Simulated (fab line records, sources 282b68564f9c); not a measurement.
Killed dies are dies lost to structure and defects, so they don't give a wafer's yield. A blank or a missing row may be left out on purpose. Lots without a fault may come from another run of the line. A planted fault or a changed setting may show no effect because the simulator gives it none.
A struck lot beside a sound one | flow rit_cmos | 14 steps out of a route of 202
Sound: wafers L187.1, L187.5, L187.6. Struck: wafers L182.1, L182.2, L182.3. The cause comes at the end.
At each step with rows: each side's tool, then ch and its chambers, then its first start. Under that, the readings that differ: sound wafers | struck wafers | difference of the means | sigmas: that difference in standard deviations of wafers without a fault.
alike: readings whose means differ by less than 2 such deviations, and words and numbers that are the same on both sides. not compared: withheld readings, readings that some wafer has no value for, bounds like >300 that may hide the same value, and numbers for which the record gives no deviation and whose values overlap.
The two part at a step that has a row with sigmas, a row that says differs or no value, or rows on one side only. Numbers that don't overlap but have no deviation are shown without sigmas and don't part them. A reading that every wafer of one side lacks parts them only if that side has two wafers or more.

first, 3 steps without rows for these wafers: RIT_GATE_CLEAN_02 (cleans in dHF, time 30 s); RIT_GATE_CLEAN_03 (cleans in SC2, time 600 s); RIT_GATE_CLEAN_04 (cleans in dHF, time 60 s).
RIT_FOX2_THK_MEAS_91:
  sound on film_metro-01, day 6 02:29; struck on film_metro-01, day 5 04:38
  alike: FIELD_OXIDE_LEFT_2_THK
then, 2 steps without rows for these wafers: RIT_GATE_OXIDATION_05 (target thk 3 nm, ox time 270 s); RIT_GATE_ANNEAL_06 (time 600 s).
RIT_GATE_THK_MEAS_07:
  sound on film_metro-02, day 6 03:53; struck on film_metro-01, day 5 07:23
  alike: GATE_OXIDE_THK
then, 1 step without rows for these wafers: RIT_GATE_CVD_08 (deposits poly-Si from SiH4, target thk 250 nm, time 2220 s).
RIT_GATE_THK_MEAS_09:
  sound on film_metro-03, day 6 05:33; struck on film_metro-02, day 5 09:04
  alike: GATE_POLY_THK
then, 3 steps without rows for these wafers: RIT_GATE_HMDS_10 (prime time 60 s); RIT_GATE_COAT_11 (resist thk 850 nm); RIT_GATE_SOFTBAKE_12 (time 60 s).
RIT_GATE_EXPOSE_13: exposes mask M6, target cd 150 nm.
  sound on iline_stepper-02 ch 0, day 6 06:14; struck on iline_stepper-02, day 5 09:34
  no value came back on the struck wafers for exposure_dose_mJ_cm2, focus_offset_nm (nm); on the sound wafers exposure_dose_mJ_cm2 reads 380.3 380.4 380.4
  alike: mask
then, 1 step without rows for these wafers: RIT_GATE_PEB_14.

WHERE THEY PART
Only at RIT_GATE_EXPOSE_13, within this record.

WHY: what the simulator had put in
Skipped step whole: iline_stepper-02, from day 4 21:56 on, at RIT_GATE_EXPOSE_13. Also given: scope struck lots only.
